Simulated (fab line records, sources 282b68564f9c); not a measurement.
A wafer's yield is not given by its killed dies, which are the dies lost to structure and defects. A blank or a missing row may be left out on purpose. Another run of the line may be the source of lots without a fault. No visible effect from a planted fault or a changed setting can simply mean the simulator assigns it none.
Problem report in the 8D (eight disciplines) form, filled by code / flow rit-cmos / the parts of the form that need people (team, actions taken, sign-off) are left out

1. PROBLEM STATEMENT
Wafers free of any fault read 476 (standard deviation 3.1) for PRETRO_TW at RIT_PRETRO_TW_MEAS_10, against a mean of 525 on 9 wafers of 3 lots. That puts it +16 standard deviations away from the usual mean.
The first sign was on wafer L950.1 at day 5 11:25, on film-metro-04. The record holds 45 wafers of 15 lots with a number at this step. Rule for "out", or "out of limits": more than 4 standard deviations from the usual mean. The rest of the wafers with a number are treated as sound.

2. WHAT IT IS, AND WHAT IT ISN'T
question=which readings at this step | is=PRETRO_TW | is not=-
question=which lots | is=L950, L951, L952 | is not=L935, L936, L937, L938, L941, L943, L945, L946, L948, L949, L957, L958
question=which wafers of those lots | is=all that have a number | is not=-
question=read on which gauges | is=film-metro-01, film-metro-04 | is not=film-metro-03
question=when | is=from day 5 11:25 | is not=up to then (30 sound wafers); but 6 sound wafers of L957, L958 came after

3. WHAT RULES OUT EACH SUSPECT
Counting: a tool at any process step up to the reading remains a suspect when it ran all the lots that are out and ran no sound lot after the first of those.
- the gauge at RIT_PRETRO_TW_MEAS_10: ruled out. 2 gauges (film-metro-01, film-metro-04) read the wafers that are out.
- implanter-03 at RIT_PRETRO_IMPLANT_08: kept. It processed each lot that is out, first L950 at day 5 11:05, and no sound lot thereafter; up to then, the last sound lot it processed was L949 at day 5 05:10. Its own readings are out on those wafers: dose-ions-cm2, faraday-current-uA.
The count leaves implanter-03 at RIT_PRETRO_IMPLANT_08.

4. THE CAUSE (what the simulator had put in)
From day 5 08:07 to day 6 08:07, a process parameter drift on implanter-03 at RIT_PRETRO_IMPLANT_08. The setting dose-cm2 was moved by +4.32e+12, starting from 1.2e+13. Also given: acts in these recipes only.
The count eliminated every tool but this one.

5. THE CHAIN OF EFFECTS, in route order
Each row: a reading where the mean over the struck wafers with a number is more than 3 standard deviations away from the usual. Scope: only readings with a usual standard deviation given in the record; hours: median across lots of the time from each lot's start at the first step in this table that gives one to its start at this step; sigmas: change in usual standard deviations.
hours=0; step=RIT_PRETRO_IMPLANT_08; reading=dose-ions-cm2; usual=1.1999e+13; on struck wafers=1.6321e+13; change=+4.3223e+12; sigmas=+99 or more
hours=0; step=RIT_PRETRO_IMPLANT_08; reading=faraday-current-uA; usual=38.1; on struck wafers=51.8; change=+13.7; sigmas=+18
hours=0; step=RIT_PRETRO_TW_MEAS_10; reading=PRETRO_TW; usual=476; on struck wafers=525; change=+49; sigmas=+16
Here are the process steps it includes:
- RIT_PRETRO_IMPLANT_08

6. HOW IT WOULD HAVE BEEN CAUGHT EARLIER
The first out-of-limits reading at a measuring or inspecting step in this record came at day 5 11:25, 3 hours after the fault's start at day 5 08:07.
The tool's own readings at RIT_PRETRO_IMPLANT_08 were out on every struck wafer that the step has a row for (dose-ions-cm2, faraday-current-uA): an alarm limit on them would have fired on the first of those.
Of the lots that are out (3), L951, L952 began RIT_PRETRO_IMPLANT_08 on implanter-03 after day 5 11:25. A hold on the tool at that time would have spared those 2.
